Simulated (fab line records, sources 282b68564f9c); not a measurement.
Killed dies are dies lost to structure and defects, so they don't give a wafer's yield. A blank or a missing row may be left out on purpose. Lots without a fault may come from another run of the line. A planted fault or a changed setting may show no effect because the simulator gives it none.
Which tool did it? | flow rit_cmos | 7 lots, 21 wafers sampled, at 2 steps of a route of 202

WHAT THE GAUGES READ, wafer by wafer
RIT_M1_CD_MEAS_90: target cd 2600 nm.
lot  | measured    | on        | cd_nm (nm)
L395 | day 3 13:34 | cd_sem-02 | 2600 2601 2605
L397 | day 4 00:26 | cd_sem-02 | 2600 2606 2605
L399 | day 4 09:04 | cd_sem-02 | 2600 2600 2600
L402 | day 4 23:57 | cd_sem-01 | 2602 2581 2603 2602 2581 2602
L407 | day 6 00:47 | cd_sem-01 | 2604 2604 2606
L411 | day 6 20:34 | cd_sem-01 | 2605 2604 2605
L417 | day 8 04:36 | cd_sem-02 | 2598 2596 2598

WHICH TOOL RAN EACH LOT (tool, then ch and the chambers of the sampled wafers, then the start)
lot  | RIT_M1_METAL_ETCH_12
L395 | rie_metal-02 ch 0,1, day 3 13:04
L397 | rie_metal-01 ch 0,1, day 3 23:55
L399 | rie_metal-03 ch 0,1, day 4 08:34
L402 | rie_metal-03 ch 0,1, day 4 23:25
L407 | rie_metal-02 ch 0,1, day 6 00:15
L411 | rie_metal-02 ch 0,1, day 6 20:04
L417 | rie_metal-03 ch 0,1, day 8 04:04
- RIT_M1_METAL_ETCH_12: etches Al in Cl2/BCl3, stops on SiO2, time 165 s, target depth 600 nm.

THE ANSWER, worked out from the rows above alone
Rule: what is usual is taken from the lots themselves. Put in order of their means at a reading, lots are off if they are a third of the lots or fewer, leave a main group of 4 or more, and stand apart from it by a gap of 3 or more times the standard deviation of the main group's means; of several such gaps the widest counts. A main group whose means are all the same, to the digits that the tables above print for the reading, isn't used. A lot without any number at a reading at which 4 lots or more have one is off too. The other lots that the step has rows for count as sound.
No lot is off at any reading shown: from this, nothing can be told.

WHAT THE SIMULATOR HAD PUT IN
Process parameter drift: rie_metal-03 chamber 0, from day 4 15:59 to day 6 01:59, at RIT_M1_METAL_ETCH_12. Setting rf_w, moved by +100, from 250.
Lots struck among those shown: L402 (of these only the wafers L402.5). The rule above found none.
